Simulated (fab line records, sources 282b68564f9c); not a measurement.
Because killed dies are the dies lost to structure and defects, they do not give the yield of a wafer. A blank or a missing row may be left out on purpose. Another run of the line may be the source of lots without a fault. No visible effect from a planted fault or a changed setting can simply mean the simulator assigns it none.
Matching of chambers + flow rit-cmos + RIT_GATE_ETCH_19 on rie-si-02 has 4 sister chambers
The step etches poly-Si in SF6/CHF3/O2, stops on SiO2, time 165 s, target depth 312.5 nm. 16 wafers are shown with their chamber, then 8 later ones without.

WAFERS, EACH WITH ITS CHAMBER
| wafer  | chamber | drypump-motor-current-A (A) | throttle-valve-pct (%) | oes-product-au (a.u.) |
|--------|---------|-----------------------------|------------------------|-----------------------|
| L338.1 | 2       | 5.3                         | 10.31                  | 0.873                 |
| L338.4 | 1       | 5.3                         | 10.23                  | 0.865                 |
| L338.6 | 3       | 5.0                         | 10.19                  | 0.873                 |
| L340.1 | 2       | 5.3                         | 10.29                  | 0.875                 |
| L340.3 | 0       | 6.2                         | 10.05                  | 0.866                 |
| L340.6 | 1       | 5.3                         | 10.26                  | 0.854                 |
| L346.2 | 2       | 5.3                         | 10.31                  | 0.867                 |
| L346.5 | 0       | 6.3                         | 10.05                  | 0.863                 |
| L346.6 | 3       | 5.0                         | 10.19                  | 0.866                 |
| L352.2 | 1       | 5.3                         | 10.24                  | 0.851                 |
| L352.3 | 2       | 5.3                         | 10.31                  | 0.877                 |
| L352.4 | 0       | 6.2                         | 10.06                  | 0.868                 |
| L354.1 | 1       | 5.3                         | 10.23                  | 0.849                 |
| L354.3 | 0       | 6.2                         | 10.04                  | 0.851                 |
| L354.6 | 3       | 5.0                         | 10.18                  | 0.870                 |
| L356.2 | 0       | 6.2                         | 10.04                  | 0.862                 |

SIGNATURES, as means of the wafers listed above
| reading                 | chamber 0 | chamber 1 | chamber 2 | chamber 3 | scatter within a chamber |
|-------------------------|-----------|-----------|-----------|-----------|--------------------------|
| drypump-motor-current-A | 6.220     | 5.300     | 5.300     | 5.000     | 0.0258                   |
| throttle-valve-pct      | 10.0480   | 10.2400   | 10.3050   | 10.1867   | 0.0102                   |
| oes-product-au          | 0.86200   | 0.85475   | 0.87300   | 0.86967   | 0.00583                  |
Rule: distance of a wafer from a chamber = root of the sum over the readings of ((wafer's reading minus chamber's mean) / reading's scatter) squared. The wafer belongs to the nearest chamber; if the next one is less than 2 further off, it can't be placed. The scatter is the square root of a quotient: the sum, over the shown wafers, of each reading's squared deviation from its chamber's mean, divided by wafers minus chambers.

WAFERS MISSING THEIR CHAMBER
| wafer  | drypump-motor-current-A (A) | throttle-valve-pct (%) | oes-product-au (a.u.) |
|--------|-----------------------------|------------------------|-----------------------|
| L356.5 | 5.3                         | 10.23                  | 0.872                 |
| L356.6 | 5.3                         | 10.31                  | 0.872                 |
| L358.3 | 5.0                         | 10.18                  | 0.877                 |
| L358.4 | 6.2                         | 10.03                  | 0.872                 |
| L358.6 | 5.3                         | 10.33                  | 0.877                 |
| L360.1 | 5.3                         | 10.24                  | 0.874                 |
| L360.4 | 5.3                         | 10.28                  | 0.880                 |
| L360.5 | 5.0                         | 10.20                  | 0.879                 |

THE CHAMBER EACH PASSED THROUGH
| wafer  | from the rows above | in truth |
|--------|---------------------|----------|
| L356.5 | 1                   | 1        |
| L356.6 | 2                   | 2        |
| L358.3 | 3                   | 3        |
| L358.4 | 0                   | 0        |
| L358.6 | 2                   | 2        |
| L360.1 | 1                   | 1        |
| L360.4 | 2                   | 2        |
| L360.5 | 3                   | 3        |
8 of 8 placed correctly. Not placeable from these rows: 0. 0 placed wrongly.
